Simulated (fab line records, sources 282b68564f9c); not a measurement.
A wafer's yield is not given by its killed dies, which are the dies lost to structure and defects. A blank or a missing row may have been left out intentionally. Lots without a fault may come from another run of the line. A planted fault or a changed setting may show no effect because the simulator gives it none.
Code-filled problem report in 8D (eight disciplines) form | flow rit_cmos | the parts of the form that need people (team, actions taken, sign-off) are left out

1. PROBLEM STATEMENT
spin_speed_rpm at RIT_PWELL_COAT_01 reads a mean of 1742.5 rpm on 6 wafers of 2 lots; wafers without a fault read 1999.9 rpm with a standard deviation of 1.3. So: -99 or more standard deviations from the usual mean.
The step: resist thk 1300 nm.
The first sign was on wafer L649.2 at day 6 12:35, on litho_track-01. The record has a number at this step for 18 wafers belonging to 6 lots. The rule behind "out" and "out of limits": a value lying over 4 standard deviations away from the usual mean. The rest of the wafers with a number are treated as sound.

2. WHAT IT IS, WHAT IT ISN'T
question                    | is                     | is not
which readings at this step | spin_speed_rpm         | -
which lots                  | L649, L650             | L630, L635, L638, L648
which wafers of those lots  | all that have a number | -
read on which tools         | litho_track-01         | litho_track-03, litho_track-04
when                        | from day 6 12:35       | up to then (12 sound wafers)

3. WHAT RULES OUT EACH SUSPECT
Counting: any tool at a process step up to the reading is kept as a suspect provided that every lot that is out went through it and no sound lot did after the first of them.
- litho_track-01 at RIT_PWELL_COAT_01 (resist thk 1300 nm): kept. Every lot that is out went through it, starting with L649 (day 6 12:35), and after that it ran no sound lot; the last sound lot it ran before then is L638 (day 4 07:31). Its own readings are out on those wafers: spin_speed_rpm.
After counting, what remains is litho_track-01 at RIT_PWELL_COAT_01.

4. THE CAUSE (what the simulator had put in)
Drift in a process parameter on litho_track-01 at RIT_PWELL_COAT_01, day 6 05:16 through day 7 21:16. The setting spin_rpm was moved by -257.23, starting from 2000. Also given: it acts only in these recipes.
Counting left only this tool.

5. SEQUENCE OF EFFECTS, ordered by route
Each row: a reading where the mean over the struck wafers with a number is more than 3 standard deviations away from the usual. Only readings whose record carries a usual standard deviation are examined. hours: median over the lots of the time between each lot's start at the first step of this table that gives one and its start at this step. sigmas: the change, counted in usual standard deviations.
hours | step              | reading        | usual      | on struck wafers | change | sigmas
0     | RIT_PWELL_COAT_01 | spin_speed_rpm | 1999.9 rpm | 1742.5           | -257.4 | -99 or more
Its process steps:
- RIT_PWELL_COAT_01: resist thk 1300 nm.
At these later measuring or inspecting steps, every struck wafer for which the step has a row has a number for every such reading, and none has moved that far: RIT_PWELL_OVL_MEAS_06.

6. WHAT WOULD HAVE CAUGHT IT SOONER
The fault began at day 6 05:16; the first out-of-limits reading in this record came at day 6 12:35, 7 hours later.
